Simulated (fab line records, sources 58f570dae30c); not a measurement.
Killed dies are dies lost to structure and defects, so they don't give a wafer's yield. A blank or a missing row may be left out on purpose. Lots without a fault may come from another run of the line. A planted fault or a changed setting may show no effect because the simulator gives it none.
Which tool did it? | flow berkeley_cmos170 | 7 lots, 21 wafers sampled, at 3 steps of a route of 331

WHAT THE GAUGES READ, wafer by wafer
UCB170_PFIELD_TW_MEAS_09.
lot  | measured     | on            | PFIELD_TW
L857 | day 5 03:18  | film_metro-04 | 599 603 608
L860 | day 6 00:08  | film_metro-03 | 600 595 596
L862 | day 6 00:42  | film_metro-04 | 600 601 599
L863 | day 6 13:08  | film_metro-03 | 596 594 597
L867 | day 7 11:40  | film_metro-01 | 621 623 621
L872 | day 8 21:05  | film_metro-03 | 599 600 600
L878 | day 10 00:43 | film_metro-04 | 602 604 602

WHICH TOOL RAN EACH LOT (tool, then ch and the chambers of the sampled wafers, then the start)
lot  | UCB170_PWELL_STRIP_16               | UCB170_PFIELD_IMPLANT_07
L857 | plasma_asher-03 ch 0,1, day 3 16:00 | implanter-03 ch 0, day 5 03:03
L860 | plasma_asher-01 ch 0, day 4 06:28   | implanter-04 ch 0, day 5 23:53
L862 | plasma_asher-01 ch 0,1, day 4 15:40 | implanter-02 ch 0, day 6 00:28
L863 | plasma_asher-01 ch 0,1, day 5 01:40 | implanter-03 ch 0, day 6 12:53
L867 | plasma_asher-03 ch 0,1, day 5 14:07 | implanter-04 ch 0, day 7 11:26
L872 | plasma_asher-03 ch 0,1, day 7 05:11 | implanter-02 ch 0, day 8 20:51
L878 | plasma_asher-02 ch 0,1, day 8 09:35 | implanter-02 ch 0, day 10 00:28
- UCB170_PWELL_STRIP_16: strips in O2.
- UCB170_PFIELD_IMPLANT_07

THE ANSWER, worked out from the rows above alone
Rule: what is usual is taken from the lots themselves. Put in order of their means at a reading, lots are off if they are a third of the lots or fewer, leave a main group of 4 or more, and stand apart from it by a gap of 3 or more times the standard deviation of the main group's means; of several such gaps the widest counts. A main group whose means are all the same, to the digits that the tables above print for the reading, isn't used. A lot without any number at a reading at which 4 lots or more have one is off too. The other lots that the step has rows for count as sound.
Off: L867, at UCB170_PFIELD_TW_MEAS_09 (PFIELD_TW). The main group: mean 600, standard deviation 2.8.
A tool fits if, at a process step before that reading, it ran every lot that is off, and no sound lot after the first of them. The gauges at UCB170_PFIELD_TW_MEAS_09 are tried like those tools. Can't be told from this: 2 tools fit, implanter-04 at UCB170_PFIELD_IMPLANT_07, film_metro-01 at UCB170_PFIELD_TW_MEAS_09.

WHAT THE SIMULATOR HAD PUT IN
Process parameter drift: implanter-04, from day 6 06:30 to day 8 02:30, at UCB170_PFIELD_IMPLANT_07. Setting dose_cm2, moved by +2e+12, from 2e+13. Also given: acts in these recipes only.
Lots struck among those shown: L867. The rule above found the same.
